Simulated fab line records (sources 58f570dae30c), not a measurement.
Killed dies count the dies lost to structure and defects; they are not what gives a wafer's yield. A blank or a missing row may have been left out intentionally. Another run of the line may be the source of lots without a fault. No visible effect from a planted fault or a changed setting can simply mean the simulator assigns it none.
Which of the tools did it? | flow berkeley_cmos170 | 15 lots, 45 wafers sampled, at 4 steps of a route of 331

## WHAT THE GAUGES READ, wafer by wafer
UCB170_START_THK_MEAS_03. Usual: for START_OXIDE_THK the level is 19.9 nm and the standard deviation is 0.38.
lot  | measured    | on            | START_OXIDE_THK (nm) | flag
L442 | day 1 12:12 | film_metro-02 | 19.6 20.1 20.0       |
L444 | day 1 23:59 | film_metro-02 | 20.0 20.5 20.4       |
L445 | day 2 05:10 | film_metro-01 | 20.4 20.3 20.1       |
L446 | day 2 08:43 | film_metro-02 | 20.3 20.2 20.5       |
L448 | day 2 19:12 | film_metro-01 | 18.8 18.9 19.2       |
L449 | day 3 02:16 | film_metro-01 | 20.1 20.0 20.2       |
L450 | day 3 06:55 | film_metro-03 | 20.0 20.4 20.2       |
L453 | day 3 18:49 | film_metro-01 | 19.2 19.4 19.2       |
L454 | day 4 04:36 | film_metro-03 | 20.2 20.3 20.3       |
L455 | day 4 08:47 | film_metro-02 | 19.8 20.0 19.8       |
L456 | day 4 12:02 | film_metro-03 | 20.4 20.4 20.7       |
L457 | day 4 17:23 | film_metro-03 | 20.5 20.2 20.4       |
L461 | day 5 13:29 | film_metro-02 | 19.3 19.5 19.6       |
L463 | day 6 01:50 | film_metro-03 | 19.4 19.4 19.7       |
L464 | day 6 01:50 | film_metro-02 | 19.8 19.5 19.8       |

UCB170_ACTIVE_CD_MEAS_90: target cd 1200 nm. Usual: 1200.5 nm for cd_nm, sd 1.3.
lot  | measured    | on        | cd_nm (nm)           | flag
L442 | day 3 15:52 | cd_sem-02 | 1200.8 1199.7 1199.1 |
L444 | day 4 16:24 | cd_sem-01 | 1200.3 1200.2 1200.6 |
L445 | day 4 16:26 | cd_sem-02 | 1200.5 1200.8 1201.0 |
L446 | day 4 21:46 | cd_sem-01 | 1198.4 1198.0 1198.2 |
L448 | day 5 06:20 | cd_sem-02 | 1200.9 1201.5 1200.7 |
L449 | day 5 15:09 | cd_sem-01 | 1200.0 1201.1 1200.1 |
L450 | day 5 15:16 | cd_sem-01 | 1199.7 1199.0 1199.4 |
L453 | day 6 17:40 | cd_sem-02 | 1200.7 1199.6 1200.6 |
L454 | day 6 22:01 | cd_sem-02 | 1199.3 1199.0 1199.6 |
L455 | day 7 01:26 | cd_sem-02 | 1201.0 1200.0 1199.7 |
L456 | day 7 01:18 | cd_sem-01 | 1199.9 1200.7 1199.0 |
L457 | day 7 00:59 | cd_sem-01 | 1202.9 1200.9 1201.8 |
L461 | day 8 07:49 | cd_sem-01 | 1201.3 1202.1 1200.6 |
L463 | day 8 23:20 | cd_sem-01 | 1202.1 1203.2 1202.6 |
L464 | day 8 19:07 | cd_sem-02 | 1203.8 1199.9 1201.9 |

UCB170_M2_CD_MEAS_15: target cd 700 nm. Usual: 699.9 nm for cd_nm, sd 1.6.
lot  | measured     | on        | cd_nm (nm)        | flag
L442 | day 6 20:26  | cd_sem-01 | 703.7 702.2 702.3 |
L444 | day 8 01:39  | cd_sem-02 | 701.7 701.8 702.6 |
L445 | day 8 02:17  | cd_sem-02 | 698.7 697.4 699.2 |
L446 | day 8 01:57  | cd_sem-02 | 700.3 701.3 700.5 |
L448 | day 8 21:38  | cd_sem-01 | 702.6 704.2 704.1 |
L449 | day 9 08:18  | cd_sem-02 | 701.3 699.8 701.1 |
L450 | day 9 08:59  | cd_sem-01 | 699.0 699.2 698.8 |
L453 | day 10 02:02 | cd_sem-01 | 698.2 697.2 697.9 |
L454 | day 10 12:38 | cd_sem-01 | 698.5 697.7 697.0 |
L455 | day 10 14:34 | cd_sem-01 | 700.3 699.5 701.2 |
L456 | day 10 14:17 | cd_sem-02 | 698.2 697.2 697.5 |
L457 | day 10 13:27 | cd_sem-01 | 698.9 700.5 699.6 |
L461 | day 11 13:54 | cd_sem-01 | 677.6 676.0 677.9 | OFF
L463 | day 12 01:20 | cd_sem-02 | 687.1 685.2 685.7 | OFF
L464 | day 11 22:51 | cd_sem-01 | 681.0 681.6 681.5 | OFF

## EACH LOT AND THE TOOL THAT RAN IT (in order: tool; ch and the chambers of the sampled wafers; start)
lot  | UCB170_M2_SOFTBAKE_11
L442 | litho_track-02 ch 0, day 6 19:00
L444 | litho_track-02 ch 0, day 8 00:00
L445 | litho_track-03 ch 0, day 8 01:00
L446 | litho_track-01 ch 0, day 8 01:00
L448 | litho_track-01 ch 0, day 8 20:00
L449 | litho_track-01 ch 0, day 9 07:00
L450 | litho_track-01 ch 0, day 9 08:00
L453 | litho_track-02 ch 0, day 10 00:00
L454 | litho_track-03 ch 0, day 10 11:00
L455 | litho_track-03 ch 0, day 10 13:00
L456 | litho_track-02 ch 0, day 10 13:00
L457 | litho_track-03 ch 0, day 10 12:00
L461 | litho_track-01 ch 0, day 11 13:00
L463 | litho_track-01 ch 0, day 12 00:00
L464 | litho_track-01 ch 0, day 11 21:00
- UCB170_M2_SOFTBAKE_11: time 60 s.

## AS READ BY THE TOOLS THEMSELVES (means over the sampled wafers that have a number; for cases with no such wafer, the mark the record gives instead)
UCB170_M2_SOFTBAKE_11. Usual: heater_power_total_W 56.80 W, standard deviation 0.045; plate_temp_C 130.03 C, standard deviation 0.13.
lot  | tool           | heater_power_total_W (W) | plate_temp_C (C) | flag
L442 | litho_track-02 | 56.77                    | 129.96           |
L444 | litho_track-02 | 56.79                    | 130.05           |
L445 | litho_track-03 | 56.80                    | 130.01           |
L446 | litho_track-01 | 56.78                    | 130.06           |
L448 | litho_track-01 | 56.82                    | 129.92           |
L449 | litho_track-01 | 56.83                    | 129.91           |
L450 | litho_track-01 | 56.83                    | 129.93           |
L453 | litho_track-02 | 56.75                    | 130.11           |
L454 | litho_track-03 | 56.77                    | 130.03           |
L455 | litho_track-03 | 56.77                    | 130.14           |
L456 | litho_track-02 | 56.81                    | 130.04           |
L457 | litho_track-03 | 56.83                    | 130.15           |
L461 | litho_track-01 | 61.32                    | 138.01           | OFF
L463 | litho_track-01 | 61.32                    | 138.05           | OFF
L464 | litho_track-01 | 61.35                    | 138.01           | OFF

## THE ANSWER, worked out from the rows above alone
Rule: lot off if the mean of its wafers having a number is beyond 3 standard deviations from the usual mean. A lot without any number at a reading at which 4 lots or more have one is off too. Any other lot the step has rows for is counted as sound. First the gauges in route order, then the tools' own readings, where a lot's mean is used as printed above. The first step at which some lot is off is used, and at that step the reading that is off furthest; a lot without a number counts as furthest.
Off: L461, L463, L464, at UCB170_M2_CD_MEAS_15 (cd_nm).
A tool fits if, at a process step before that reading, it ran every lot that is off, and no sound lot after the first of them. The gauges at UCB170_M2_CD_MEAS_15 aren't tried: what is off there is off at UCB170_M2_SOFTBAKE_11 too, on other tools, and a gauge's error can't cause that. One fits: litho_track-01 at UCB170_M2_SOFTBAKE_11. A fault onset in the window from L450 (day 9 08:00, its last sound lot) to L461 (day 11 13:00, its first lot off) fits.
The tool's own readings at UCB170_M2_SOFTBAKE_11 bear it out: on the lots that are off they differ by more than 5 times the standard deviation of the sound lots' means. heater_power_total_W reads 61.33 W there against 56.80 W on the sound lots; plate_temp_C reads 138.02 C there against 130.03 C on the sound lots.

## WHAT THE SIMULATOR HAD INSERTED
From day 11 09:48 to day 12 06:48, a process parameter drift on litho_track-01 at UCB170_M2_SOFTBAKE_11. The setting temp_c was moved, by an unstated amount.
Lots struck among those shown: L461, L463, L464. The rule above found the same.
